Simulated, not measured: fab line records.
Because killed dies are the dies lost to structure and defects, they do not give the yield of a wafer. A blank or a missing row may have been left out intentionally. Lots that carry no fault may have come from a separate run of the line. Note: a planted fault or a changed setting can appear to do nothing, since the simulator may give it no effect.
Which tool was responsible? :: flow rit_cmos :: Sampling: 15 lots, 45 wafers, 2 of 202 route steps

== WHAT EACH GAUGE READ, for each wafer ==
RIT_GATE_OVL_MEAS_17. Usual: GATE_OVL gives -0.9 nm (standard deviation 1.4).
lot: L872
measured: day 2 18:55
on: overlay-01
GATE_OVL (nm): -1.8 -2.5 0.0
flag: 

lot: L873
measured: day 2 21:08
on: overlay-01
GATE_OVL (nm): -2.4 -0.1 -0.3
flag: 

lot: L874
measured: day 3 02:50
on: overlay-01
GATE_OVL (nm): -1.1 -0.4 0.4
flag: 

lot: L875
measured: day 3 06:32
on: overlay-01
GATE_OVL (nm): -0.1 -0.3 0.5
flag: 

lot: L876
measured: day 3 12:08
on: overlay-01
GATE_OVL (nm): 1.1 -1.9 2.4
flag: 

lot: L877
measured: day 3 19:18
on: overlay-01
GATE_OVL (nm): -3.0 -2.3 -2.1
flag: 

lot: L878
measured: day 3 22:54
on: overlay-01
GATE_OVL (nm): 0.5 -0.8 0.7
flag: 

lot: L879
measured: day 4 03:07
on: overlay-02
GATE_OVL (nm): 129.3 128.3 129.3
flag: OFF

lot: L880
measured: day 4 11:18
on: overlay-01
GATE_OVL (nm): 126.6 128.4 128.8
flag: OFF

lot: L881
measured: day 4 16:52
on: overlay-02
GATE_OVL (nm): -1.0 -2.0 -1.6
flag: 

lot: L882
measured: day 4 19:39
on: overlay-01
GATE_OVL (nm): -2.2 -3.6 -0.8
flag: 

lot: L883
measured: day 4 23:50
on: overlay-02
GATE_OVL (nm): 0.0 0.2 -0.4
flag: 

lot: L885
measured: day 5 07:17
on: overlay-02
GATE_OVL (nm): 129.4 128.0 126.6
flag: OFF

lot: L887
measured: day 5 19:42
on: overlay-02
GATE_OVL (nm): 129.8 129.8 131.7
flag: OFF

lot: L894
measured: day 7 06:46
on: overlay-01
GATE_OVL (nm): -1.4 1.6 1.6
flag: 

== TOOL THAT RAN EACH LOT (tool first, then ch and the chambers of the sampled wafers, then the start) ==
lot: L872
RIT_GATE_EXPOSE_13: iline_stepper-02 ch 0, day 2 18:12

lot: L873
RIT_GATE_EXPOSE_13: iline_stepper-01 ch 0, day 2 20:37

lot: L874
RIT_GATE_EXPOSE_13: iline_stepper-01 ch 0, day 3 02:19

lot: L875
RIT_GATE_EXPOSE_13: iline_stepper-02 ch 0, day 3 06:02

lot: L876
RIT_GATE_EXPOSE_13: iline_stepper-01 ch 0, day 3 11:37

lot: L877
RIT_GATE_EXPOSE_13: iline_stepper-02 ch 0, day 3 18:47

lot: L878
RIT_GATE_EXPOSE_13: iline_stepper-02 ch 0, day 3 22:25

lot: L879
RIT_GATE_EXPOSE_13: iline_stepper-02 ch 0, day 4 02:31

lot: L880
RIT_GATE_EXPOSE_13: iline_stepper-02 ch 0, day 4 10:47

lot: L881
RIT_GATE_EXPOSE_13: iline_stepper-01 ch 0, day 4 16:22

lot: L882
RIT_GATE_EXPOSE_13: iline_stepper-01 ch 0, day 4 19:09

lot: L883
RIT_GATE_EXPOSE_13: iline_stepper-01 ch 0, day 4 23:19

lot: L885
RIT_GATE_EXPOSE_13: iline_stepper-02 ch 0, day 5 06:46

lot: L887
RIT_GATE_EXPOSE_13: iline_stepper-02 ch 0, day 5 19:11

lot: L894
RIT_GATE_EXPOSE_13: iline_stepper-01 ch 0, day 7 06:09
- RIT_GATE_EXPOSE_13: exposes mask M6, target cd 150 nm.

== AS READ BY THE TOOLS THEMSELVES (means over the sampled wafers that have a number; for cases with no such wafer, the mark the record gives instead) ==
The record holds no such reading with a usual standard deviation.

== THE ANSWER, worked out from the rows above alone ==
Rule: a lot counts as off when the mean over its wafers that have a number is more than 3 standard deviations away from the usual mean. A lot without any number at a reading at which 4 lots or more have one is off too. Where the step has rows for the other lots, those lots are counted as sound. First the gauges in route order, then the tools' own readings, where a lot's mean is used as printed above. At the first step where some lot is off, the reading lying furthest off is the one used; lots without a number count as furthest.
Off: L879, L880, L885, L887, seen at RIT_GATE_OVL_MEAS_17 (GATE_OVL).
A tool fits if, at a process step before that reading, it ran every lot that is off, and no sound lot after the first of them. Gauges at RIT_GATE_OVL_MEAS_17: tried the same way as those tools. One candidate fits, namely iline_stepper-02 at RIT_GATE_EXPOSE_13. A fault onset in the window from L878 (day 3 22:25, its last sound lot) to L879 (day 4 02:31, its first lot off) fits.

== WHAT WAS PUT IN BY THE SIMULATOR ==
Scanner matching overlay: iline_stepper-02, from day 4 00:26 on, at RIT_GATE_EXPOSE_13. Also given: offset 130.
Lots struck among those shown: L879, L880, L885, L887. Same finding as the rule above.
